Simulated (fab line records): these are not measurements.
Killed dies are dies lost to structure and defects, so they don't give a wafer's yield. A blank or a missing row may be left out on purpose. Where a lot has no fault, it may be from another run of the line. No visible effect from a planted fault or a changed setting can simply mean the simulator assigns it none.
fab line records | flow ritCmos | part 1 of 2: steps 1 to 32 of 44
record lots=5 wafers=15 lastDay=7
route steps=202 shown GATE@75 FOX2@80 REOX@98 NLDD@103 PLDD@114
lots that met no fault: from a run of the same line without faults
startH: start of the lot's first displayed wafer, in hours after the record's first day | waitH: hours elapsed since this lot's preceding step | " unchanged from the row above | L1.1+2: several wafers, shown together as one row | - value missing, or start not given | * or withheld: withheld | < > ~ a bound
route shown NAME@n: names a module that has steps shown in the file, with the first one's number in the route | usual: mean and standard deviation over wafers with no fault | same: alike in all rows | chamber/n: place in a boat | sites: each site's reading | _std_site: the values' standard deviation | _edge_site: mean of outer sites minus mean of inner sites | radiusMm: for every site, how far away it sits from the centre of the wafer | mask NAME#n: copy n | behind: tool/chamber where the wafer was last shaped | hold: why the lot went on hold/how many hours it stayed there/how the hold came to an end | device: the transistor (n, p or np) that didn't switch | end of line: at the end of the route, the tests of the same wafers | a step with no rows: only its recipe | killed: dies lost to structure and defects at the first sort, not the wafer's yield | map: shows each die of a wafer: x if killed, . if not, _ if none is there
set.NAME: the setting as run; set.NAME@STEP: as run at that earlier step | model.NAME: the simulator's own value behind a step, which no gauge read
lots at selected steps of the route; one table per step, one row per wafer
services: a tool's chamber out of use, with start hour (startH, from the record's first day; less than 0 if before it), hours out, and reason
## steps
# step RIT_GATE_WET_ETCH_00
# recipe chemistry=BOE target=SiO2 targetDepthNm=56 timeS=60 dry=n2Spin dilution=10:1 tempC=21.5
# columns lot.wafer tool chamber startH waitH
L078.1+3+4 wetBench-02 2 54.00 0.1
L083.1+3+4 wetBench-01 3 78.36 0.1
L086.1+5+6 wetBench-02 1 92.81 0.1
L089.1+5+6 wetBench-02 1 106.83 0.1
L097.2+3+6 wetBench-01 3 147.79 0.0
# step RIT_GATE_CLEAN_01
# recipe chemistry=SC1 mix=3:3:50 timeS=600 tempC=75
# columns lot.wafer tool chamber startH waitH
L078.1+3+4 wetBench-01 3 54.03 0.0
L083.1+3+4 wetBench-04 3 78.39 0.0
L086.1+5+6 wetBench-01 1 92.83 0.0
L089.1+5+6 wetBench-04 1 106.85 0.0
L097.2+3+6 wetBench-04 2 147.82 0.0
# step RIT_GATE_CLEAN_02
# recipe chemistry=dHF dilution=50:1 timeS=30
# columns lot.wafer tool chamber startH waitH
L078.1+3+4 wetBench-01 2 54.21 0.0
L083.1+3+4 wetBench-02 0 78.56 0.0
L086.1+5+6 wetBench-04 0 93.02 0.0
L089.1+5+6 wetBench-01 2 107.05 0.0
L097.2+3+6 wetBench-02 3 147.99 0.0
# step RIT_GATE_CLEAN_03
# recipe chemistry=SC2 mix=3:3:50 timeS=600 tempC=75 dry=n2Spin
# columns lot.wafer tool chamber startH waitH
L078.1+3+4 wetBench-01 2 54.22 0.0
L083.1+3+4 wetBench-01 0 78.58 0.0
L086.1+5+6 wetBench-01 0 93.04 0.0
L089.1+5+6 wetBench-02 2 107.06 0.0
L097.2+3+6 wetBench-04 0 148.01 0.0
# step RIT_GATE_CLEAN_04
# recipe chemistry=dHF dilution=50:1 timeS=60 dry=n2Spin
# columns lot.wafer tool chamber startH waitH
L078.1+3+4 wetBench-01 0 54.40 0.0
L083.1+3+4 wetBench-02 3 78.79 0.0
L086.1+5+6 wetBench-04 0 93.23 0.0
L089.1+5+6 wetBench-01 1 107.24 0.0
L097.2+3+6 wetBench-04 3 148.19 0.0
# step RIT_FOX2_THK_MEAS_91
# recipe reads=SiO2_of_FOX2_OXIDATION_00
# usual FIELD_OXIDE_LEFT_2_THK=255/7.3
# columns lot.wafer tool chamber startH waitH FIELD_OXIDE_LEFT_2_THK[nm]
L078.1 filmMetro-02 - 54.42 0.0 262
L078.3 " - " " 263
L078.4 " - " " 260
L083.1 filmMetro-02 - 78.81 0.0 247
L083.3 " - " " 247
L083.4 " - " " 249
L086.1 filmMetro-01 - 93.25 0.0 258
L086.5 " - " " 258
L086.6 " - " " 256
L089.1 filmMetro-01 - 107.27 0.0 250
L089.5 " - " " 251
L089.6 " - " " 244
L097.2 filmMetro-02 - 148.22 0.0 254
L097.3 " - " " 257
L097.6 " - " " 257
# step RIT_GATE_OXIDATION_05
# recipe tempC=900 ambient=O2 targetThkA=30 oxTimeS=270
# usual zonePowerSourcePct=28.7/0.41
# columns lot.wafer tool chamber startH waitH zonePowerSourcePct
L078.1 furnace-03 0 54.48 0.1 28.3
L078.3 " 0 " " 27.9
L078.4 " 0 " " 28.5
L083.1 furnace-01 0 78.87 0.1 28.3
L083.3 " 0 " " 28.4
L083.4 " 0 " " 28.6
L086.1 furnace-03 0 94.60 1.3 28.1
L086.5 " 0 " " 28.2
L086.6 " 0 " " 28.1
L089.1 furnace-04 0 108.48 1.2 28.9
L089.5 " 0 " " 28.8
L089.6 " 0 " " 29.2
L097.2 furnace-01 0 148.27 0.0 28.5
L097.3 " 0 " " 28.4
L097.6 " 0 " " 28.7
# step RIT_GATE_ANNEAL_06
# recipe tempC=900 timeS=600 ambient=N2O
# usual zonePowerSourcePct=28.6/0.42
# columns lot.wafer tool chamber startH waitH zonePowerSourcePct
L078.1 furnace-04 0 57.43 1.9 29.0
L078.3 " 0 " " 29.8
L078.4 " 0 " " 29.1
L083.1 furnace-03 0 79.95 0.0 28.6
L083.3 " 0 " " 28.3
L083.4 " 0 " " 28.1
L086.1 furnace-04 0 98.03 2.4 28.8
L086.5 " 0 " " 29.6
L086.6 " 0 " " 28.8
L089.1 furnace-04 0 109.55 0.0 28.9
L089.5 " 0 " " 29.1
L089.6 " 0 " " 28.9
L097.2 furnace-04 0 150.46 1.1 28.8
L097.3 " 0 " " 29.0
L097.6 " 0 " " 29.2
# step RIT_GATE_THK_MEAS_07
# recipe reads=SiO2_of_GATE_OXIDATION_05
# usual GATE_OXIDE_THK=3.02/0.07
# columns lot.wafer tool chamber startH waitH GATE_OXIDE_THK[nm]
L078.1 filmMetro-02 - 57.68 0.0 3.06
L078.3 " - " " 3.07
L078.4 " - " " 3.11
L083.1 filmMetro-01 - 80.20 0.0 2.95
L083.3 " - " " 3.00
L083.4 " - " " 2.95
L086.1 filmMetro-02 - 98.28 0.0 3.04
L086.5 " - " " 3.12
L086.6 " - " " 3.04
L089.1 filmMetro-03 - 109.80 0.0 3.09
L089.5 " - " " 3.09
L089.6 " - " " 3.07
L097.2 filmMetro-01 - 150.72 0.0 2.93
L097.3 " - " " 2.86
L097.6 " - " " 2.93
# step RIT_GATE_CVD_08
# recipe material=poly-Si targetThkNm=250 tempC=610 precursor=SiH4 timeS=2220 pressureMtorr=300 sih4FlowSccm=100
# usual zonePowerSourcePct=12.3/1.4
# columns lot.wafer tool chamber startH waitH zonePowerSourcePct
L078.1 lpcvd-01 0 57.74 0.1 11.7
L078.3 " 0 " " 11.6
L078.4 " 0 " " 11.5
L083.1 lpcvd-02 1 80.26 0.1 13.1
L083.3 " 1 " " 12.7
L083.4 " 1 " " 12.9
L086.1 lpcvd-01 1 99.70 1.4 13.5
L086.5 " 1 " " 13.9
L086.6 " 1 " " 13.9
L089.1 lpcvd-02 1 109.86 0.1 12.9
L089.5 " 1 " " 12.9
L089.6 " 1 " " 13.0
L097.2 lpcvd-01 1 150.77 0.0 13.9
L097.3 " 1 " " 13.5
L097.6 " 1 " " 13.8
# step RIT_GATE_THK_MEAS_09
# recipe reads=poly-Si_of_GATE_CVD_08
# usual GATE_POLY_THK=249.4/2.6
# columns lot.wafer tool chamber startH waitH GATE_POLY_THK[nm]
L078.1 filmMetro-02 - 59.35 0.0 250.3
L078.3 " - " " 251.2
L078.4 " - " " 250.7
L083.1 filmMetro-01 - 81.87 0.0 250.7
L083.3 " - " " 249.7
L083.4 " - " " 249.7
L086.1 filmMetro-01 - 101.32 0.0 251.2
L086.5 " - " " 252.1
L086.6 " - " " 252.9
L089.1 filmMetro-03 - 111.48 0.0 247.6
L089.5 " - " " 248.2
L089.6 " - " " 249.0
L097.2 filmMetro-02 - 152.40 0.0 252.7
L097.3 " - " " 252.5
L097.6 " - " " 251.2
# step RIT_GATE_HMDS_10
# recipe primeTimeS=60 primeTempC=140
# columns lot.wafer tool chamber startH waitH
L078.1+3+4 lithoTrack-04 0 59.41 0.1
L083.1+3+4 lithoTrack-04 0 81.93 0.1
L086.1+5+6 lithoTrack-02 0 101.38 0.1
L089.1+5+6 lithoTrack-04 0 111.54 0.1
L097.2+3+6 lithoTrack-02 0 152.63 0.2
# step RIT_GATE_COAT_11
# recipe resist=NOVOLAK spinRpm=4250 resistThkNm=850
# columns lot.wafer tool chamber startH waitH
L078.1+3+4 lithoTrack-04 0 59.56 0.1
L083.1+3+4 lithoTrack-04 0 82.08 0.1
L086.1+5+6 lithoTrack-02 0 101.53 0.1
L089.1+5+6 lithoTrack-04 0 111.69 0.1
L097.2+3+6 lithoTrack-02 0 152.78 0.1
# step RIT_GATE_SOFTBAKE_12
# recipe resist=NOVOLAK tempC=90 timeS=60
# usual plateTempC=90.00/0.11
# columns lot.wafer tool chamber startH waitH plateTempC
L078.1 lithoTrack-04 0 59.71 0.1 90.08
L078.3 " 0 " " 89.85
L078.4 " 0 " " 89.80
L083.1 lithoTrack-04 0 82.23 0.1 89.98
L083.3 " 0 " " 90.14
L083.4 " 0 " " 89.84
L086.1 lithoTrack-02 0 101.68 0.1 89.94
L086.5 " 0 " " 89.94
L086.6 " 0 " " 89.82
L089.1 lithoTrack-04 0 111.84 0.1 89.98
L089.5 " 0 " " 90.05
L089.6 " 0 " " 90.01
L097.2 lithoTrack-02 0 152.93 0.1 89.96
L097.3 " 0 " " 90.04
L097.6 " 0 " " 89.91
# step RIT_GATE_EXPOSE_13
# recipe maskId=M6 na=0.6 sourceShape=conventional sigmaOuter=0.6 targetCdNm=150 doseMj=380
# columns lot.wafer tool chamber startH waitH mask
L078.1+3+4 ilineStepper-02 0 59.99 0.2 M6#0
L083.1+3+4 ilineStepper-01 0 82.45 0.2 M6#0
L086.1+5+6 ilineStepper-01 0 101.95 0.2 M6#0
L089.1+5+6 ilineStepper-01 0 112.12 0.2 M6#0
L097.2+3+6 ilineStepper-02 0 153.07 0.1 M6#0
# step RIT_GATE_PEB_14
# recipe resist=NOVOLAK tempC=withheld timeS=withheld
# columns lot.wafer tool chamber startH waitH
L078.1+3+4 lithoTrack-04 0 60.11 0.1
L083.1+3+4 lithoTrack-04 0 82.57 0.1
L086.1+5+6 lithoTrack-01 0 102.07 0.1
L089.1+5+6 lithoTrack-02 0 112.28 0.1
L097.2+3+6 lithoTrack-01 0 153.19 0.1
# step RIT_GATE_DEVELOP_15
# recipe resist=NOVOLAK developTimeS=50 devTempC=23
# usual developerTempC=22.99/0.1
# columns lot.wafer tool chamber startH waitH developerTempC
L078.1 lithoTrack-04 0 - - 23.03
L078.3 " 0 " " 23.08
L078.4 " 0 " " 23.15
L083.1 lithoTrack-04 0 - - 23.07
L083.3 " 0 " " 23.08
L083.4 " 0 " " 22.96
L086.1 lithoTrack-01 0 - - 22.96
L086.5 " 0 " " 22.96
L086.6 " 0 " " 22.98
L089.1 lithoTrack-02 0 - - 23.03
L089.5 " 0 " " 22.89
L089.6 " 0 " " 22.94
L097.2 lithoTrack-01 0 - - 22.93
L097.3 " 0 " " 22.80
L097.6 " 0 " " 22.91
# step RIT_GATE_CD_MEAS_16
# recipe targetCdNm=150
# usual cdNm=150.7/2.5
# columns lot.wafer tool chamber startH waitH cdNm
L078.1 cdSem-02 - 60.39 - 151.7
L078.3 " - " " 152.7
L078.4 " - " " 152.4
L083.1 cdSem-02 - 82.85 - 154.2
L083.3 " - " " 155.6
L083.4 " - " " 155.1
L086.1 cdSem-02 - 102.35 - 153.8
L086.5 " - " " 152.3
L086.6 " - " " 152.7
L089.1 cdSem-02 - 112.56 - 149.6
L089.5 " - " " 150.1
L089.6 " - " " 151.3
L097.2 cdSem-02 - 153.47 - 150.2
L097.3 " - " " 151.6
L097.6 " - " " 150.2
# step RIT_GATE_OVL_MEAS_17
# usual GATE_OVL=0.1/1.5
# columns lot.wafer tool chamber startH waitH GATE_OVL[nm]
L078.1 overlay-02 - 60.51 0.1 -0.4
L078.3 " - " " -0.7
L078.4 " - " " -0.7
L083.1 overlay-01 - 82.97 0.1 2.2
L083.3 " - " " 4.7
L083.4 " - " " 2.8
L086.1 overlay-01 - 102.47 0.1 -2.4
L086.5 " - " " -1.2
L086.6 " - " " -1.4
L089.1 overlay-02 - 112.68 0.1 -1.7
L089.5 " - " " -0.2
L089.6 " - " " -2.6
L097.2 overlay-02 - 153.58 0.1 0.2
L097.3 " - " " 2.4
L097.6 " - " " 0.5
# step RIT_GATE_HARDBAKE_18
# recipe resist=NOVOLAK tempC=140 timeS=60
# usual plateTempC=139.96/0.13
# columns lot.wafer tool chamber startH waitH plateTempC
L078.1 lithoTrack-01 0 60.55 0.0 139.91
L078.3 " 0 " " 139.94
L078.4 " 0 " " 139.92
L083.1 lithoTrack-02 0 83.01 0.0 139.89
L083.3 " 0 " " 139.95
L083.4 " 0 " " 139.97
L086.1 lithoTrack-01 0 102.51 0.0 140.16
L086.5 " 0 " " 139.96
L086.6 " 0 " " 140.02
L089.1 lithoTrack-02 0 112.72 0.0 140.01
L089.5 " 0 " " 139.84
L089.6 " 0 " " 139.89
L097.2 lithoTrack-02 0 153.64 0.1 139.86
L097.3 " 0 " " 140.01
L097.6 " 0 " " 139.89
# step RIT_GATE_ETCH_19
# recipe chemistry=SF6/CHF3/O2 timeS=165 SF6_flow_sccm=30 CHF3_flow_sccm=30 O2_flow_sccm=5 target=poly-Si pressureMtorr=40 rfW=160 targetDepthA=3125 overEtchFrac=0.25 stopOn=SiO2
# usual chamberPressureMTorr=39.99/0.035 drypumpMotorCurrentA=5.6/0.4 oesProductAu=0.859/0.014 throttleValvePct=10.25/0.11
# columns lot.wafer tool chamber startH waitH chamberPressureMTorr drypumpMotorCurrentA oesProductAu rfHoursCounterH throttleValvePct
L078.1 rieSi-01 3 60.70 0.1 40.01 5.8 0.869 132 10.41
L078.3 " 1 " " 39.98 5.5 0.855 159 10.09
L078.4 " 0 " " 39.99 6.1 0.840 82 10.28
L083.1 rieSi-02 1 83.16 0.1 39.96 5.3 0.868 42 10.24
L083.3 " 3 " " 39.91 5.0 0.872 2 10.19
L083.4 " 0 " " 39.99 6.2 0.862 99 10.04
L086.1 rieSi-01 1 102.66 0.1 39.98 5.5 0.843 0 10.10
L086.5 " 1 " " 40.00 5.5 0.838 - 10.10
L086.6 " 2 " " 39.94 5.8 0.849 - 10.34
L089.1 rieSi-02 3 112.87 0.1 40.04 5.0 0.869 2 10.18
L089.5 " 0 " " 40.00 6.2 0.864 - 10.05
L089.6 " 1 " " 39.99 5.3 0.861 - 10.23
L097.2 rieSi-02 3 153.77 0.1 40.03 5.0 0.877 2 10.18
L097.3 " 0 " " 40.07 6.2 0.875 100 10.06
L097.6 " 0 " " 40.02 6.2 0.865 - 10.05
# step RIT_GATE_STRIP_20
# recipe chemistry=O2 timeS=180 resist=NOVOLAK platenTempC=withheld powerW=500 pressureMtorr=4000 o2FlowSccm=4000
# usual chamberPressureMTorr=4000/3.6 drypumpMotorCurrentA=5.8/0.45 rfReflPowerW=6.7/1.1
# columns lot.wafer tool chamber startH waitH chamberPressureMTorr drypumpMotorCurrentA rfHoursCounterH rfReflPowerW
L078.1 plasmaAsher-03 0 60.80 0.1 3999 5.9 26 8.0
L078.3 " 0 " " 3999 6.0 - 7.4
L078.4 " 1 " " 4003 5.8 - 5.2
L083.1 plasmaAsher-01 0 83.27 0.1 4003 5.0 45 6.8
L083.3 " 1 " " 3995 6.3 - 5.7
L083.4 " 0 " " 4000 5.1 - 6.8
L086.1 plasmaAsher-03 0 102.77 0.1 4001 5.9 31 8.4
L086.5 " 1 " " 3997 5.8 - 5.2
L086.6 " 0 " " 4000 5.9 - 8.1
L089.1 plasmaAsher-01 0 112.98 0.1 3994 5.1 48 6.7
L089.5 " 1 " " 4000 6.3 - 5.8
L089.6 " 0 " " 3999 5.0 - 6.8
L097.2 plasmaAsher-01 0 153.87 0.1 3996 5.0 53 6.8
L097.3 " 0 " " 3994 5.1 - 6.9
L097.6 " 1 " " 4001 6.3 - 5.9
# step RIT_GATE_CD_MEAS_90
# recipe targetCdNm=150
# usual cdNm=150.7/2.5
# columns lot.wafer tool chamber startH waitH cdNm
L078.1 cdSem-02 - 60.98 0.1 152.7
L078.3 " - " " 153.3
L078.4 " - " " 152.5
L083.1 cdSem-01 - 83.44 0.1 154.1
L083.3 " - " " 155.8
L083.4 " - " " 155.1
L086.1 cdSem-01 - 102.94 0.1 153.5
L086.5 " - " " 152.3
L086.6 " - " " 152.7
L089.1 cdSem-01 - 113.15 0.1 149.0
L089.5 " - " " 150.0
L089.6 " - " " 151.6
L097.2 cdSem-01 - 154.07 0.1 150.6
L097.3 " - " " 151.4
L097.6 " - " " 150.2
# step RIT_REOX_CLEAN_00
# recipe chemistry=SC1 mix=3:3:50 timeS=600 tempC=75
# columns lot.wafer tool chamber startH waitH
L078.1+3+4 wetBench-03 3 61.10 0.1
L083.1+3+4 wetBench-03 0 83.56 0.1
L086.1+5+6 wetBench-03 2 103.06 0.1
L089.1+5+6 wetBench-04 1 113.27 0.1
L097.2+3+6 wetBench-04 0 154.17 0.1
# step RIT_REOX_CLEAN_01
# recipe chemistry=dHF dilution=50:1 timeS=30
# columns lot.wafer tool chamber startH waitH
L078.1+3+4 wetBench-02 1 61.27 0.0
L083.1+3+4 wetBench-02 2 83.75 0.0
L086.1+5+6 wetBench-02 2 103.24 0.0
L089.1+5+6 wetBench-03 0 113.45 0.0
L097.2+3+6 wetBench-04 0 154.34 0.0
# step RIT_REOX_CLEAN_02
# recipe chemistry=SC2 mix=3:3:50 timeS=600 tempC=75 dry=n2Spin
# columns lot.wafer tool chamber startH waitH
L078.1+3+4 wetBench-03 0 61.29 0.0
L083.1+3+4 wetBench-04 3 83.77 0.0
L086.1+5+6 wetBench-04 2 103.26 0.0
L089.1+5+6 wetBench-04 2 113.46 0.0
L097.2+3+6 wetBench-04 3 154.36 0.0
# step RIT_REOX_OXIDATION_03
# recipe tempC=900 ambient=O2 targetThkA=252 oxTimeS=5580
# usual zonePowerSourcePct=28.5/0.37
# columns lot.wafer tool chamber startH waitH zonePowerSourcePct
L078.1 furnace-03 0 62.57 1.1 28.6
L078.3 " 0 " " 28.2
L078.4 " 0 " " 28.2
L083.1 furnace-01 0 84.60 0.7 28.9
L083.3 " 0 " " 28.6
L083.4 " 0 " " 28.6
L086.1 furnace-01 0 103.45 0.0 28.6
L086.5 " 0 " " 28.3
L086.6 " 0 " " 28.3
L089.1 furnace-04 0 114.46 0.8 29.2
L089.5 " 0 " " 28.8
L089.6 " 0 " " 29.5
L097.2 furnace-03 0 154.54 0.0 28.0
L097.3 " 0 " " 28.0
L097.6 " 0 " " 28.3
# step RIT_REOX_THK_MEAS_04
# recipe reads=SiO2_of_REOX_OXIDATION_03
# usual REOX_OXIDE_THK=24.8/0.57
# columns lot.wafer tool chamber startH waitH REOX_OXIDE_THK[nm]
L078.1 filmMetro-02 - 65.12 0.0 25.4
L078.3 " - " " 25.5
L078.4 " - " " 25.8
L083.1 filmMetro-04 - 87.15 0.0 24.6
L083.3 " - " " 24.4
L083.4 " - " " 24.4
L086.1 filmMetro-04 - 106.00 0.0 24.9
L086.5 " - " " 24.7
L086.6 " - " " 24.6
L089.1 filmMetro-02 - 117.01 0.0 25.5
L089.5 " - " " 25.1
L089.6 " - " " 25.3
L097.2 filmMetro-03 - 157.10 0.0 25.1
L097.3 " - " " 25.3
L097.6 " - " " 24.7
# step RIT_NLDD_HMDS_00
# recipe primeTimeS=60 primeTempC=140
# columns lot.wafer tool chamber startH waitH
L078.1+3+4 lithoTrack-01 0 65.18 0.1
L083.1+3+4 lithoTrack-03 0 87.21 0.1
L086.1+5+6 lithoTrack-04 0 106.06 0.1
L089.1+5+6 lithoTrack-03 0 117.07 0.1
L097.2+3+6 lithoTrack-03 0 157.17 0.1
# step RIT_NLDD_COAT_01
# recipe resist=NOVOLAK spinRpm=3250 resistThkNm=1000
# columns lot.wafer tool chamber startH waitH
L078.1+3+4 lithoTrack-01 0 65.33 0.1
L083.1+3+4 lithoTrack-03 0 87.36 0.1
L086.1+5+6 lithoTrack-04 0 106.21 0.1
L089.1+5+6 lithoTrack-03 0 117.22 0.1
L097.2+3+6 lithoTrack-03 0 157.32 0.1
# step RIT_NLDD_SOFTBAKE_02
# recipe resist=NOVOLAK tempC=90 timeS=60
# usual plateTempC=89.97/0.12
# columns lot.wafer tool chamber startH waitH plateTempC
L078.1 lithoTrack-01 0 65.48 0.1 90.03
L078.3 " 0 " " 89.99
L078.4 " 0 " " 90.12
L083.1 lithoTrack-03 0 87.51 0.1 90.14
L083.3 " 0 " " 89.99
L083.4 " 0 " " 90.09
L086.1 lithoTrack-04 0 106.36 0.1 89.87
L086.5 " 0 " " 89.95
L086.6 " 0 " " 89.85
L089.1 lithoTrack-03 0 117.37 0.1 90.13
L089.5 " 0 " " 90.23
L089.6 " 0 " " 90.16
L097.2 lithoTrack-03 0 157.47 0.1 90.17
L097.3 " 0 " " 90.12
L097.6 " 0 " " 89.92
# step RIT_NLDD_EXPOSE_03
# recipe maskId=M7 na=0.57 targetCdNm=40700 doseMj=250
# columns lot.wafer tool chamber startH waitH mask
L078.1+3+4 ilineStepper-01 0 65.63 0.1 M7#0
L083.1+3+4 ilineStepper-02 0 87.79 0.2 M7#0
L086.1+5+6 ilineStepper-02 0 106.63 0.2 M7#0
L089.1+5+6 ilineStepper-01 0 117.64 0.2 M7#0
L097.2+3+6 ilineStepper-02 0 157.62 0.1 M7#0
